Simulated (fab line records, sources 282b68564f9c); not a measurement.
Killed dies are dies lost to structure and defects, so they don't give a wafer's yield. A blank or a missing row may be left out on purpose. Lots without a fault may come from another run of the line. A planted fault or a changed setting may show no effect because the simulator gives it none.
Which tool did it? | flow rit_cmos | 14 lots, 42 wafers sampled, at 2 steps of a route of 202

WHAT THE GAUGES READ, wafer by wafer
RIT_GATE_THK_MEAS_07. Usual: GATE_OXIDE_THK 3.00 nm, standard deviation 0.061.
lot  | measured    | on            | GATE_OXIDE_THK (nm) | flag
L115 | day 2 10:20 | film_metro-02 | 2.94 3.02 2.95      |
L117 | day 2 19:43 | film_metro-03 | 3.04 3.01 3.09      |
L118 | day 3 01:02 | film_metro-04 | 3.00 2.95 2.99      |
L119 | day 3 08:51 | film_metro-03 | 2.98 2.98 3.02      |
L120 | day 3 12:13 | film_metro-02 | 3.01 2.95 2.98      |
L121 | day 3 18:16 | film_metro-03 | 2.96 2.99 3.00      |
L122 | day 3 21:08 | film_metro-04 | 2.97 3.03 3.00      |
L123 | day 4 07:24 | film_metro-03 | 3.04 3.00 3.06      |
L128 | day 5 02:12 | film_metro-02 | 2.41 2.46 2.59      | OFF
L130 | day 5 15:36 | film_metro-02 | 2.33 2.42 2.41      | OFF
L133 | day 6 04:49 | film_metro-02 | 2.96 2.96 2.97      |
L134 | day 6 10:14 | film_metro-04 | 2.87 2.96 2.87      |
L135 | day 6 13:23 | film_metro-04 | 2.96 2.98 2.96      |
L136 | day 6 18:59 | film_metro-02 | 3.10 3.07 3.14      |

WHICH TOOL RAN EACH LOT (tool, then ch and the chambers of the sampled wafers, then the start)
lot  | RIT_GATE_OXIDATION_05
L115 | furnace-03 ch 0, day 2 09:00
L117 | furnace-01 ch 0, day 2 18:22
L118 | furnace-04 ch 0, day 2 23:43
L119 | furnace-03 ch 0, day 3 05:57
L120 | furnace-01 ch 0, day 3 10:53
L121 | furnace-03 ch 0, day 3 15:44
L122 | furnace-01 ch 0, day 3 19:49
L123 | furnace-01 ch 0, day 4 06:04
L128 | furnace-03 ch 0, day 5 00:53
L130 | furnace-03 ch 0, day 5 13:17
L133 | furnace-04 ch 0, day 6 03:29
L134 | furnace-04 ch 0, day 6 08:55
L135 | furnace-04 ch 0, day 6 12:03
L136 | furnace-04 ch 0, day 6 17:01
- RIT_GATE_OXIDATION_05: target thk 3 nm, ox time 270 s.

WHAT THE TOOLS THEMSELVES READ (means of the sampled wafers that have a number; where no wafer has one, the mark that the record gives instead)
RIT_GATE_OXIDATION_05. Usual: spike_tc_centre_C 903.2 C, standard deviation 1.6; spike_tc_load_C 923 C, standard deviation 3.1; spike_tc_source_C 921.9 C, standard deviation 2.5.
lot  | tool       | spike_tc_centre_C (C) | spike_tc_load_C (C) | spike_tc_source_C (C) | flag
L115 | furnace-03 | 902.9                 | 924                 | 919.6                 |
L117 | furnace-01 | 901.9                 | 920                 | 925.3                 |
L118 | furnace-04 | 905.5                 | 928                 | 920.5                 |
L119 | furnace-03 | 903.9                 | 923                 | 920.8                 |
L120 | furnace-01 | 901.8                 | 920                 | 926.0                 |
L121 | furnace-03 | 902.9                 | 923                 | 920.1                 |
L122 | furnace-01 | 901.7                 | 920                 | 924.5                 |
L123 | furnace-01 | 900.2                 | 920                 | 925.6                 |
L128 | furnace-03 | 887.7                 | 908                 | 904.8                 | OFF
L130 | furnace-03 | 886.0                 | 907                 | 903.6                 | OFF
L133 | furnace-04 | 906.4                 | 928                 | 919.3                 |
L134 | furnace-04 | 905.1                 | 927                 | 920.3                 |
L135 | furnace-04 | 904.5                 | 927                 | 919.8                 |
L136 | furnace-04 | 905.5                 | 928                 | 919.9                 |

THE ANSWER, worked out from the rows above alone
Rule: a lot is off if the mean of its wafers that have a number lies more than 3 standard deviations from the usual mean. A lot without any number at a reading at which 4 lots or more have one is off too. The other lots that the step has rows for count as sound. The gauges are gone through in route order, then the tools' own readings, and for those a lot's mean is taken as printed above. The first step at which some lot is off is used, and at that step the reading that is off furthest; a lot without a number counts as furthest.
Off: L128, L130, at RIT_GATE_THK_MEAS_07 (GATE_OXIDE_THK).
A tool fits if, at a process step before that reading, it ran every lot that is off, and no sound lot after the first of them. The gauges at RIT_GATE_THK_MEAS_07 aren't tried: what is off there is off at RIT_GATE_OXIDATION_05 too, on other tools, and a gauge's error can't cause that. One fits: furnace-03 at RIT_GATE_OXIDATION_05. Its last sound lot is L121 (day 3 15:44), its first lot that is off L128 (day 5 00:53): a fault that began between those two fits.
The tool's own readings at RIT_GATE_OXIDATION_05 bear it out: on the lots that are off they differ by more than 5 times the standard deviation of the sound lots' means. spike_tc_centre_C reads 886.9 C there against 903.5 C on the sound lots; spike_tc_source_C reads 904.2 C there against 921.8 C on the sound lots.

WHAT THE SIMULATOR HAD PUT IN
Process parameter drift: furnace-03, from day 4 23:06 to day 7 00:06, at RIT_GATE_OXIDATION_05. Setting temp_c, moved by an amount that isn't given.
Lots struck among those shown: L128, L130. The rule above found the same.
